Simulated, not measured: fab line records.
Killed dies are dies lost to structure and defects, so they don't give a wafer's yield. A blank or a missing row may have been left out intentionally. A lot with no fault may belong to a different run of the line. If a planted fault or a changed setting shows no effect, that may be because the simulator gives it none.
Split-lot experiment    flow rit_cmos    23 wafers read across 5 lots, on a route 202 steps long

## THE SPLIT
At RIT_PRETRO_COAT_01 (resist thk 1300 nm), the setting resist_thk_nm was moved away from the recipe's 1300 nm on 8 of the 23 wafers read, by -4.2% to +3.3%. All remaining wafers had this setting at the recipe value.

## FROM THE SPLIT TO THE READING: what the file shows between them, 3 steps
- RIT_PRETRO_SOFTBAKE_02: time 60 s
- RIT_PRETRO_EXPOSE_03: exposes mask M5, target cd 43700 nm
- RIT_PRETRO_DEVELOP_05: develop time 66.21 s

## THE READING
NOVOLAK_of_PRETRO_COAT_01.thk_nm (the simulator's own value, which no gauge read), in nm, at RIT_PRETRO_HARDBAKE_07 (time 120 s). There is no usual value for it anywhere in the file. Here, 15 wafers ran the recipe; their average is 1137 nm with a standard deviation of 3.1 nm.

wafer   tool, chamber at the split  resist_thk_nm as run, nm  against the recipe  NOVOLAK_of_PRETRO_COAT_01.thk_nm, nm  against lot-mates on the recipe
L074.1  litho_track-01, 0           1300                      recipe              1140                                  -
L074.2  litho_track-01, 0           1300                      recipe              1140                                  -
L074.6  litho_track-01, 0           1300                      recipe              1140                                  -
L074.4  litho_track-01, 0           1267                      -2.5%               1111                                  -29
L074.5  litho_track-01, 0           1267                      -2.5%               1114                                  -26
L077.2  litho_track-03, 0           1300                      recipe              1137                                  -
L077.4  litho_track-03, 0           1300                      recipe              1135                                  -
L077.5  litho_track-03, 0           1300                      recipe              1138                                  -
L079.1  litho_track-03, 0           1300                      recipe              1141                                  -
L079.3  litho_track-03, 0           1329                      +2.2%               1162                                  +22
L079.4  litho_track-03, 0           1300                      recipe              1140                                  -
L079.5  litho_track-03, 0           1300                      recipe              1138                                  -
L079.6  litho_track-03, 0           1329                      +2.2%               1165                                  +25
L081.1  litho_track-03, 0           1300                      recipe              1134                                  -
L081.2  litho_track-03, 0           1246                      -4.2%               1087                                  -46
L081.3  litho_track-03, 0           1246                      -4.2%               1088                                  -45
L081.4  litho_track-03, 0           1300                      recipe              1132                                  -
L081.6  litho_track-03, 0           1300                      recipe              1133                                  -
L080.1  litho_track-01, 0           1300                      recipe              1133                                  -
L080.3  litho_track-01, 0           1300                      recipe              1133                                  -
L080.2  litho_track-01, 0           1343                      +3.3%               1171                                  +37
L080.4  litho_track-01, 0           1343                      +3.3%               1169                                  +35
L080.5  litho_track-01, 0           1300                      recipe              1135                                  -

FIT RESULTS
A straight line over all 23 wafers: NOVOLAK_of_PRETRO_COAT_01.thk_nm changes by +11 nm for each +1% of resist_thk_nm; r = +0.99; the points scatter about the line by 3.3 nm.
The same after taking each lot's own level away (the mean of its wafers on the recipe; 23 wafers): +10.9 nm for each +1%; r = +1.00; scatter 1.1 nm.
Per that fit: largest resist_thk_nm move, reading shift of 45 nm.
The lots' own levels span 1133.0 to 1140.0 nm, that is 2.3 times the standard deviation above.
So the lot-to-lot level changes the slope little: the two slopes agree.
Check: with one of the wafers moved furthest among these (-4.2%) left out of the fit, the line predicts -45.1 nm for it against its lot-mates. It came out at -46 nm against them.

## THESE WAFERS: OTHER SPLITS
Note: prior to the reading, these wafers also went through further splits. Each is held against what the fit with the lots' levels taken away leaves over:
other split on the same wafers    wafers away from the commonest value  r with NOVOLAK_of_PRETRO_COAT_01.thk_nm (lot level and that fit taken away)
RIT_FOX1_OXIDATION_00 temp_c      10                                    -0.01
RIT_NWELL_COAT_01 resist_thk_nm   10                                    +0.09
RIT_NWELL_SOFTBAKE_02 time_s      10                                    -0.03
RIT_NRETRO_COAT_01 resist_thk_nm  5                                     +0.30

## THE WHOLE CHAIN: every reading that the file lists as answering this split, in the file's order
step                    what it does        reading                                                                            change (the file's fit)               r (the file's)
RIT_PRETRO_COAT_01      resist thk 1300 nm  NOVOLAK_of_PRETRO_COAT_01.thk_nm (the simulator's own value, which no gauge read)  +12.7 nm for each +1% of the setting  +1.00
RIT_PRETRO_HARDBAKE_07  time 120 s          NOVOLAK_of_PRETRO_COAT_01.thk_nm (the simulator's own value, which no gauge read)  +10.9 nm for each +1% of the setting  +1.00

## FILE'S OWN FIT
NOVOLAK_of_PRETRO_COAT_01.thk_nm changes by +10.9 nm for each +1% of resist_thk_nm, r = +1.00.
